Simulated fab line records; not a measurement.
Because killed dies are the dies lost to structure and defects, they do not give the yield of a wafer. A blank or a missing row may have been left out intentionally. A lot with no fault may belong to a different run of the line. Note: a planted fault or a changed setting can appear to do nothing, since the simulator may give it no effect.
8D (eight disciplines) problem report, filled in by code || flow berkeley cmos170 || the parts of the form that need people (team, actions taken, sign-off) are left out

== 1. PROBLEM STATEMENT ==
WELLDRIVE_OXIDE_THK at UCB170_WELLDRIVE_THK_MEAS_02 reads a mean of 173.7 nm on 3 wafers of 1 lot; wafers without a fault read 198.4 nm with a standard deviation of 2.7. That puts it -9.1 standard deviations away from the usual mean.
The first sign was on wafer L932.1 at day 7 10:47, on film metro-02. At this step, 39 wafers from 13 lots have a number in the record. Rule for "out", or "out of limits": more than 4 standard deviations from the usual mean. All remaining wafers that have a number are taken as sound.

== 2. WHAT IT IS, AND WHAT IT ISN'T ==
{"question": "which readings at this step", "is": "WELLDRIVE_OXIDE_THK", "is not": "-"}
{"question": "which lots", "is": "L932", "is not": "L912, L913, L914, L915, L917, L919, L920, L922, L923, L924, L934, L935"}
{"question": "which wafers of those lots", "is": "all that have a number", "is not": "-"}
{"question": "read on which gauges", "is": "film metro-02", "is not": "film metro-01, film metro-03"}
{"question": "when", "is": "from day 7 10:47", "is not": "up to then (30 sound wafers); but 6 sound wafers of L934, L935 came after"}

== 3. THE SUSPECTS, EACH WITH WHAT RULES IT OUT ==
Counting: a tool at a process step up to the reading stays a suspect if it ran every lot that is out and no sound lot after the first of them.
- the gauge at UCB170_WELLDRIVE_THK_MEAS_02: kept. All the wafers that are out were read on film metro-02, and no step on other tools shows them out.
- furnace-03 at UCB170_WELLDRIVE_OXIDATION_01 (target thk 199 nm, ox time 9000 s): kept. It ran the lot that is out, L932 (day 7 07:17), and no sound lot after that; its last sound lot up to then is L919 (day 4 23:12).
Left after counting: furnace-03 at UCB170_WELLDRIVE_OXIDATION_01, film metro-02 at UCB170_WELLDRIVE_THK_MEAS_02.

== 4. THE CAUSE (what the simulator had put in) ==
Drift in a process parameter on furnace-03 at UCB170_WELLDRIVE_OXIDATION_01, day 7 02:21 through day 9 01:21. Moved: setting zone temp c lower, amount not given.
Counting left 2 suspects, and this tool is among them.

== 5. SEQUENCE OF EFFECTS, ordered by route ==
One row per reading whose mean, taken over the struck wafers that have a number, lies over 3 standard deviations from the usual. Only readings whose record carries a usual standard deviation are examined. hours: median over the lots of the time between each lot's start at the first step of this table that gives one and its start at this step. sigmas: the change, counted in usual standard deviations.
{"hours": 0, "step": "UCB170_WELLDRIVE_THK_MEAS_02", "reading": "WELLDRIVE_OXIDE_THK", "usual": "198.4 nm", "on struck wafers": 173.7, "change": -24.7, "sigmas": -9.1}
Later measuring or inspecting steps at which every struck wafer that the step has a row for has a number for every such reading, and none has moved that far: UCB170_SPACER_THK_MEAS_01, UCB170_CONTACT_OVL_MEAS_16.

== 6. WHAT WOULD HAVE CAUGHT IT SOONER ==
In this record the first reading out of limits at a measuring or inspecting step was taken at day 7 10:47, 8 hours after the fault began at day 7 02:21.
Of the tool readings at UCB170_WELLDRIVE_OXIDATION_01 for which the record gives a usual standard deviation, none was out on any struck wafer, so an alarm limit of 4 standard deviations on them would not have fired.
Each of the lots that are out, 1 in all, had begun UCB170_WELLDRIVE_OXIDATION_01 on furnace-03 no later than day 7 10:47. A hold on the tool at that time would have spared none of them.
